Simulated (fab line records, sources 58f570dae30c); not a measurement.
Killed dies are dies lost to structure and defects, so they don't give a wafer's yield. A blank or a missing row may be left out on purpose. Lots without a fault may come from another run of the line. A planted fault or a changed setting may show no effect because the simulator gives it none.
One fault seen from 2 desks | flow berkeley_cmos170 | each desk has only its own numbers; what lay behind them comes last

THE METROLOGY DESK
What the gauges read, lot by lot, whatever tool the lot ran on: means of the sampled wafers that have a number. A lot is out of limits, marked OUT, if its mean lies more than 4 standard deviations from the usual mean; the brackets give that distance.
Columns: A = PFIELD_OVL at UCB170_PFIELD_OVL_MEAS_06, usual -1 nm; B = cd_nm at UCB170_V2_CD_MEAS_12, usual 700.5 nm
lot  | first seen here | A   | B
L574 | day 4 05:21     | -9  | 702.3
L575 | day 4 09:31     | -14 | 698.6
L577 | day 5 00:28     | -2  | 702.8
L578 | day 5 04:57     | -4  | 701.7
L581 | day 5 19:58     | -3  | 701.2
L580 | day 5 20:06     | -4  | 698.9
L584 | day 6 19:18     | 11  | 702.3
L587 | day 6 23:52     | 1   | 701.7
L586 | day 7 00:02     | -8  | 701.0
L589 | day 7 22:11     | 1   | 700.2
L590 | day 7 22:19     | -0  | 697.5
L592 | day 8 03:38     | 3   | 698.5
L595 | day 8 22:28     | 0   | 699.8
L596 | day 8 22:54     | 5   | 699.9
L597 | day 8 23:10     | -1  | 701.3
This desk's finding: nothing out of limits on any of the 15 lots.

THE TOOL OWNER'S DESK: plasma_asher-02
The tool's own readings at UCB170_M2_STRIP_07 (strips in O2): means of the sampled wafers that have a number, for each lot that ran on this tool. A lot is out of limits, marked OUT, if its mean lies more than 4 standard deviations from the usual mean; the brackets give that distance.
Columns: A = drypump_motor_current_A at UCB170_M2_STRIP_07, usual 5.7 A; B = o2_flow_sccm at UCB170_M2_STRIP_07, usual 400.1 sccm; C = oes_product_au at UCB170_M2_STRIP_07, usual 0.734 a.u.; D = strip_time_to_endpoint_s at UCB170_M2_STRIP_07, usual 21.95 s
lot  | first seen here | A   | B               | C     | D
L574 | day 7 18:58     | 5.6 | 399.8           | 0.737 | 21.94
L578 | day 8 11:50     | 5.5 | 399.8           | 0.731 | 21.98
L580 | day 8 20:08     | 5.5 | 399.5           | 0.732 | 22.02
L581 | day 8 20:50     | 5.5 | 399.9           | 0.733 | 21.92
L587 | day 10 00:47    | 5.4 | 479.6 (+66) OUT | 0.752 | 21.39 (-9.3) OUT
L589 | day 10 16:02    | 5.5 | 481.3 (+68) OUT | 0.744 | 21.44 (-8.5) OUT
L590 | day 10 16:14    | 5.6 | 480.0 (+67) OUT | 0.751 | 21.48 (-7.8) OUT
This desk's finding: out of limits on L587, L589, L590; first on L587, day 10 00:47 (o2_flow_sccm at UCB170_M2_STRIP_07). In limits: L574, L578, L580, L581.

PUT TOGETHER
The tool owner's desk could have raised an alarm at day 10 00:47, on L587, L589, L590.
The metrology desk saw nothing out of limits.
The metrology desk has L587, L589, L590 on record, within its limits.
Of the lots named, all ran UCB170_M2_STRIP_07 on plasma_asher-02.

WHAT THE SIMULATOR HAD PUT IN
Process parameter drift: plasma_asher-02, from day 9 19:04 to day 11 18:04, at UCB170_M2_STRIP_07. Setting o2_flow_sccm, moved by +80, from 400. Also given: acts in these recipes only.
Lots struck among those shown: L587, L589, L590.
Hours from the fault's start to each desk's first reading out of limits: the tool owner's desk, 6.
